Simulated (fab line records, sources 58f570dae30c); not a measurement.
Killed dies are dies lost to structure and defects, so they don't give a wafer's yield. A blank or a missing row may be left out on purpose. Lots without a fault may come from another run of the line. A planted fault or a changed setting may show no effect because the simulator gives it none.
A struck lot beside a sound one | flow berkeley_cmos170 | 14 steps out of a route of 331
Sound: wafers L491.1, L491.3, L491.5. Struck: wafers L490.2, L490.3, L490.6. The cause comes at the end.
At each step with rows: each side's tool, then ch and its chambers, then its first start. Under that, the readings that differ: sound wafers | struck wafers | difference of the means | sigmas: that difference in standard deviations of wafers without a fault.
alike: readings whose means differ by less than 2 such deviations, and words and numbers that are the same on both sides. not compared: withheld readings, readings that some wafer has no value for, bounds like >300 that may hide the same value, and numbers for which the record gives no deviation and whose values overlap.
The two part at a step that has a row with sigmas, a row that says differs or no value, or rows on one side only. Numbers that don't overlap but have no deviation are shown without sigmas and don't part them. A reading that every wafer of one side lacks parts them only if that side has two wafers or more.

first, 3 steps without rows for these wafers: UCB170_PWELL_EXPOSE_10 (exposes mask PWELL, target cd 3000 nm); UCB170_PWELL_PEB_11; UCB170_PWELL_DEVELOP_12 (develop time 45 s).
UCB170_PWELL_OVL_MEAS_13:
  sound on overlay-02, day 6 09:48; struck on overlay-01, day 6 10:26
  alike: PWELL_OVL
UCB170_PWELL_ETCH_14: etches Si3N4 in CH3F/Ar/O2, stops on SiO2, target depth 242 nm, time 151 s.
  sound on rie_diel-03 ch 0,2, day 6 09:50; struck on rie_diel-01 ch 0,3, day 6 10:28
  reading               | sound             | struck            | difference | sigmas
  oes_product_au (a.u.) | 0.918 0.927 0.925 | 0.953 0.961 0.952 | +0.032     | +2
  alike: drypump_motor_current_A, throttle_valve_pct
  not compared: rf_hours_counter_h
then, 1 step without rows for these wafers: UCB170_PWELL_IMPLANT_15.
UCB170_PWELL_STRIP_16: strips in O2.
  sound on plasma_asher-01 ch 1, day 6 10:05; struck on plasma_asher-04 ch 0,1, day 6 10:46
  alike: drypump_motor_current_A, oes_product_au, strip_time_to_endpoint_s
  not compared: rf_hours_counter_h
UCB170_PWELL_TW_MEAS_17:
  sound on film_metro-03, day 6 10:11; struck on film_metro-01, day 6 10:52
  alike: PWELL_TW
then, 4 steps without rows for these wafers: UCB170_PWELL_CLEAN_18 (cleans in SPM, time 600 s); UCB170_PWELL_WET_ETCH_19 (etches Si3N4 in H3PO4, time 14400 s); UCB170_PWELL_WET_ETCH_20 (etches SiO2 in BOE, time 22 s); UCB170_WELLDRIVE_CLEAN_00 (cleans in SPM, time 600 s).
UCB170_WELLDRIVE_OXIDATION_01: target thk 199 nm, ox time 9000 s.
  sound on furnace-02 ch 0, day 6 19:02; struck on furnace-02, day 6 19:02
  no value came back on the struck wafers for ox_temp_c (C), ox_temp_c_max, tube_center_temp_C (C), tube_center_temp_C_max; on the sound wafers ox_temp_c (C) reads 1099.7 1099.7 1100.3
then, 1 step without rows for these wafers: UCB170_WELLDRIVE_ANNEAL_03 (time 917.8 s).

WHERE THEY PART
First at UCB170_PWELL_ETCH_14; last, within this record, at UCB170_WELLDRIVE_OXIDATION_01.

WHY: what the simulator had put in
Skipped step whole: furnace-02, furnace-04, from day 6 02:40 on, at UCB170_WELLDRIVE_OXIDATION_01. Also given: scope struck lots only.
